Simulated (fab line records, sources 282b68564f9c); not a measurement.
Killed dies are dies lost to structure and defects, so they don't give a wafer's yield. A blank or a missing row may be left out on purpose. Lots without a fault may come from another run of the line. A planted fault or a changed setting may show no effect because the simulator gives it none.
Which tool did it? | flow rit_cmos | 14 lots, 42 wafers sampled, at 1 step of a route of 202

WHAT THE GAUGES READ, wafer by wafer
The record holds no reading of a measuring or inspecting step that can be judged against a usual standard deviation.

WHICH TOOL RAN EACH LOT (tool, then ch and the chambers of the sampled wafers, then the start)
lot  | RIT_PLDD_SOFTBAKE_02
L132 | litho_track-04 ch 0, day 3 05:48
L133 | litho_track-02 ch 0, day 3 18:49
L134 | litho_track-04 ch 0, day 4 07:28
L135 | litho_track-01 ch 0, day 4 11:03
L137 | litho_track-04 ch 0, day 4 19:43
L139 | litho_track-04 ch 0, day 5 13:48
L140 | litho_track-01 ch 0, day 5 14:05
L142 | litho_track-02 ch 0, day 5 18:43
L143 | litho_track-01 ch 0, day 5 21:29
L144 | litho_track-04 ch 0, day 6 03:42
L149 | litho_track-01 ch 0, day 6 17:26
L148 | litho_track-04 ch 0, day 6 17:56
L152 | litho_track-01 ch 0, day 7 05:49
L153 | litho_track-02 ch 0, day 7 08:00
- RIT_PLDD_SOFTBAKE_02: time 60 s.

WHAT THE TOOLS THEMSELVES READ (means of the sampled wafers that have a number; where no wafer has one, the mark that the record gives instead)
RIT_PLDD_SOFTBAKE_02.
lot  | tool           | run_length_s (s)
L132 | litho_track-04 | 89.33
L133 | litho_track-02 | 89.06
L134 | litho_track-04 | 89.33
L135 | litho_track-01 | 89.22
L137 | litho_track-04 | 89.30
L139 | litho_track-04 | 89.25
L140 | litho_track-01 | 89.17
L142 | litho_track-02 | 89.02
L143 | litho_track-01 | 89.16
L144 | litho_track-04 | 101.30
L149 | litho_track-01 | 89.08
L148 | litho_track-04 | 101.30
L152 | litho_track-01 | 89.07
L153 | litho_track-02 | 89.09

THE ANSWER, worked out from the rows above alone
Rule: what is usual is taken from the lots themselves. Put in order of their means at a reading, lots are off if they are a third of the lots or fewer, leave a main group of 4 or more, and stand apart from it by a gap of 3 or more times the standard deviation of the main group's means; of several such gaps the widest counts. A main group whose means are all the same, to the digits that the tables above print for the reading, isn't used. A lot without any number at a reading at which 4 lots or more have one is off too. The other lots that the step has rows for count as sound. The gauges are gone through in route order, then the tools' own readings, and for those a lot's mean is taken as printed above. The first step at which some lot is off is used, and at that step the reading that is off furthest; a lot without a number counts as furthest.
Off: L144, L148, at RIT_PLDD_SOFTBAKE_02 (run_length_s). The main group: mean 89.17 s, standard deviation 0.11.
A tool fits if, at that step or a process step before it, it ran every lot that is off, and no sound lot after the first of them. One fits: litho_track-04 at RIT_PLDD_SOFTBAKE_02. Its last sound lot is L139 (day 5 13:48), its first lot that is off L144 (day 6 03:42): a fault that began between those two fits.
The tool's own readings at RIT_PLDD_SOFTBAKE_02 bear it out: on the lots that are off they differ by more than 5 times the standard deviation of the sound lots' means. run_length_s reads 101.30 s there against 89.17 s on the sound lots.

WHAT THE SIMULATOR HAD PUT IN
Process parameter drift: litho_track-04, from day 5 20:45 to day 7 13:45, at RIT_PLDD_SOFTBAKE_02. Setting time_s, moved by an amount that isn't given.
Lots struck among those shown: L144, L148. The rule above found the same.
